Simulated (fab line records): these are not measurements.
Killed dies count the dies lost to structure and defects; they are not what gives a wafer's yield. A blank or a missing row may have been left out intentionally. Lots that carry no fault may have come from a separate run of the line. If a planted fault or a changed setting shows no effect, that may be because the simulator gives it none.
Which tool is to blame?	flow rit cmos	42 wafers from 14 lots sampled at 2 of the route's 202 steps

== WHAT EACH GAUGE READ, for each wafer ==
RIT_GATE_THK_MEAS_07. Usual: GATE_OXIDE_THK typically reads 3.05 nm, with standard deviation 0.06.
lot	measured	on	GATE_OXIDE_THK (nm)	flag
L455	day 2 15:51	film metro-03	3.05 3.15 3.02	
L456	day 2 18:18	film metro-02	3.07 3.06 3.04	
L457	day 3 04:46	film metro-02	2.99 3.05 2.99	
L458	day 3 05:24	film metro-02	2.99 3.06 3.01	
L459	day 3 10:43	film metro-01	3.06 3.08 3.03	
L460	day 3 16:44	film metro-02	3.00 3.07 3.06	
L461	day 3 16:44	film metro-03	3.01 3.03 3.01	
L463	day 4 01:41	film metro-01	3.03 2.96 3.08	
L470	day 5 13:52	film metro-03	3.07 3.06 3.11	
L472	day 6 00:07	film metro-01	3.07 3.13 3.14	
L473	day 6 04:16	film metro-01	3.12 3.08 3.12	
L474	day 6 09:45	film metro-03	3.15 3.07 3.05	
L476	day 6 20:23	film metro-01	3.04 3.01 2.98	
L477	day 7 04:49	film metro-01	3.08 3.09 3.09	

== TOOL THAT RAN EACH LOT (tool first, then ch and the chambers of the sampled wafers, then the start) ==
lot	RIT_PRETRO_SOFTBAKE_02
L455	litho track-04 ch 0, day 2 08:26
L456	litho track-04 ch 0, day 2 12:13
L457	litho track-04 ch 0, day 3 01:05
L458	litho track-03 ch 0, day 3 01:43
L459	litho track-01 ch 0, day 3 06:46
L460	litho track-01 ch 0, day 3 13:01
L461	litho track-03 ch 0, day 3 13:25
L463	litho track-03 ch 0, day 3 22:38
L470	litho track-01 ch 0, day 5 10:51
L472	litho track-01 ch 0, day 5 20:20
L473	litho track-04 ch 0, day 6 01:02
L474	litho track-04 ch 0, day 6 06:20
L476	litho track-03 ch 0, day 6 17:11
L477	litho track-04 ch 0, day 7 01:43
- RIT_PRETRO_SOFTBAKE_02: time 60 s.

== AS READ BY THE TOOLS THEMSELVES (means over the sampled wafers that have a number; for cases with no such wafer, the mark the record gives instead) ==
RIT_PRETRO_SOFTBAKE_02. Usual: heater power total W 34.56 W, standard deviation 0.051; run length s 89.01 s, standard deviation 0.22.
lot	tool	heater power total W (W)	run length s (s)	flag
L455	litho track-04	34.61	88.79	
L456	litho track-04	34.53	88.78	
L457	litho track-04	34.59	88.77	
L458	litho track-03	34.60	89.18	
L459	litho track-01	34.60	89.13	
L460	litho track-01	34.61	89.04	
L461	litho track-03	34.52	89.23	
L463	litho track-03	34.56	89.22	
L470	litho track-01	35.03	85.86	OFF
L472	litho track-01	35.08	85.85	OFF
L473	litho track-04	34.54	88.81	
L474	litho track-04	34.53	88.86	
L476	litho track-03	34.57	89.30	
L477	litho track-04	34.50	88.70	

== THE ANSWER, worked out from the rows above alone ==
Rule: a lot counts as off when the mean over its wafers that have a number is more than 3 standard deviations away from the usual mean. A lot without any number at a reading at which 4 lots or more have one is off too. All remaining lots with rows at the step are treated as sound. Order of review: gauges by route order, followed by the tools' own readings, for which a lot's mean as printed above is used. The first step at which some lot is off is used, and at that step the reading that is off furthest; a lot without a number counts as furthest.
Off: L470, L472 (RIT_PRETRO_SOFTBAKE_02, run length s).
If a tool, at that step or one of the process steps before it, ran each lot that is off and ran no sound lot following the first of them, it fits. One fits: litho track-01 at RIT_PRETRO_SOFTBAKE_02. A fault onset in the window from L460 (day 3 13:01, its last sound lot) to L470 (day 5 10:51, its first lot off) fits.
The tool's own readings at RIT_PRETRO_SOFTBAKE_02 bear it out: on the lots that are off they differ by more than 5 times the standard deviation of the sound lots' means. heater power total W reads 35.05 W there against 34.56 W on the sound lots; run length s reads 85.85 s there against 88.98 s on the sound lots.

== WHAT HAD BEEN PUT IN BY THE SIMULATOR ==
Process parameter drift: litho track-01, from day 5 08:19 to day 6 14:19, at RIT_PRETRO_SOFTBAKE_02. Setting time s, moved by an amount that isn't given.
Lots struck among those shown: L470, L472. The rule above reached the same finding.
